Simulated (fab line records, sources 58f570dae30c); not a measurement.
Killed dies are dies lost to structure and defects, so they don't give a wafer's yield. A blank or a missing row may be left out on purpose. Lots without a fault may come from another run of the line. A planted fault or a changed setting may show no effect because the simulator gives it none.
A struck lot beside a sound one | flow berkeley_cmos170 | 16 steps out of a route of 331
Sound: wafers L190.2, L190.3, L190.5. Struck: wafers L202.1, L202.5, L202.6. The cause comes at the end.
At each step with rows: each side's tool, then ch and its chambers, then its first start. Under that, the readings that differ: sound wafers | struck wafers | difference of the means | sigmas: that difference in standard deviations of wafers without a fault.
alike: readings whose means differ by less than 2 such deviations, and words and numbers that are the same on both sides. not compared: withheld readings, readings that some wafer has no value for, bounds like >300 that may hide the same value, and numbers for which the record gives no deviation and whose values overlap.
The two part at a step that has a row with sigmas, a row that says differs or no value, or rows on one side only. Numbers that don't overlap but have no deviation are shown without sigmas and don't part them. A reading that every wafer of one side lacks parts them only if that side has two wafers or more.

UCB170_ACTIVE_OVL_MEAS_14:
  sound on overlay-02, day 4 18:08; struck on overlay-01, day 6 22:38
  alike: ACTIVE_OVL
UCB170_ACTIVE_ETCH_15: etches Si3N4 in CH3F/Ar/O2, stops on SiO2, target depth 242 nm, time 151 s.
  sound on rie_diel-01 ch 1,3, day 4 18:10; struck on rie_diel-01 ch 0,1,3, day 6 22:41
  alike: drypump_motor_current_A, oes_product_au, throttle_valve_pct
  not compared: rf_hours_counter_h
UCB170_ACTIVE_STRIP_16: strips in O2.
  sound on plasma_asher-04 ch 0,1, day 4 18:16; struck on plasma_asher-04 ch 0,1, day 6 22:47
  alike: drypump_motor_current_A, oes_product_au, strip_time_to_endpoint_s
  not compared: rf_hours_counter_h
UCB170_ACTIVE_CD_MEAS_90: target cd 1200 nm.
  sound on cd_sem-01, day 4 18:23; struck on cd_sem-01, day 6 22:53
  alike: cd_nm
then, 7 steps without rows for these wafers: UCB170_ACTIVE_CLEAN_17 (cleans in SPM, time 600 s); UCB170_PFIELD_HMDS_00 (prime time 60 s); UCB170_PFIELD_COAT_01 (resist thk 900 nm); UCB170_PFIELD_SOFTBAKE_02 (time 60 s); UCB170_PFIELD_EXPOSE_03 (exposes mask PFIELD, target cd 1500 nm); UCB170_PFIELD_PEB_04; UCB170_PFIELD_DEVELOP_05 (develop time 45 s).
UCB170_PFIELD_OVL_MEAS_06:
  sound on overlay-02, day 4 20:19; struck on overlay-01, day 7 01:05
  alike: PFIELD_OVL
UCB170_PFIELD_IMPLANT_07:
  sound on implanter-04 ch 0, day 4 20:22; struck on implanter-04 ch 0, day 7 01:07
  reading            | sound                            | struck                       | difference | sigmas
  dose_ions_cm2      | 2.0024e+13 1.9973e+13 2.0012e+13 | 1.98e+12 1.993e+12 1.976e+12 | -1.80e+13  | -99 or more
  faraday_current_uA | 65.2 63.4 63.8                   | 6.3 6.2 6.2                  | -57.9      | -48
UCB170_PFIELD_STRIP_08: strips in O2.
  sound on plasma_asher-02 ch 0,1, day 4 20:29; struck on plasma_asher-02 ch 0,1, day 7 01:16
  alike: drypump_motor_current_A, oes_product_au, strip_time_to_endpoint_s
  not compared: rf_hours_counter_h
UCB170_PFIELD_TW_MEAS_09:
  sound on film_metro-03, day 4 20:36; struck on film_metro-03, day 7 01:36
  reading   | sound       | struck      | difference | sigmas
  PFIELD_TW | 610 609 608 | 296 298 294 | -313       | -55
  not compared: hold
UCB170_M3_PROBE_99:
  the record has rows for the sound wafers here (prober-01, day 8 21:24) and none for the struck ones

WHERE THEY PART
First at UCB170_PFIELD_IMPLANT_07; last, within this record, at UCB170_M3_PROBE_99.

WHY: what the simulator had put in
Process parameter drift: implanter-04, from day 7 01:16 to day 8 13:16, at UCB170_PFIELD_IMPLANT_07. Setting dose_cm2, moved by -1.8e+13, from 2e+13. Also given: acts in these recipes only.
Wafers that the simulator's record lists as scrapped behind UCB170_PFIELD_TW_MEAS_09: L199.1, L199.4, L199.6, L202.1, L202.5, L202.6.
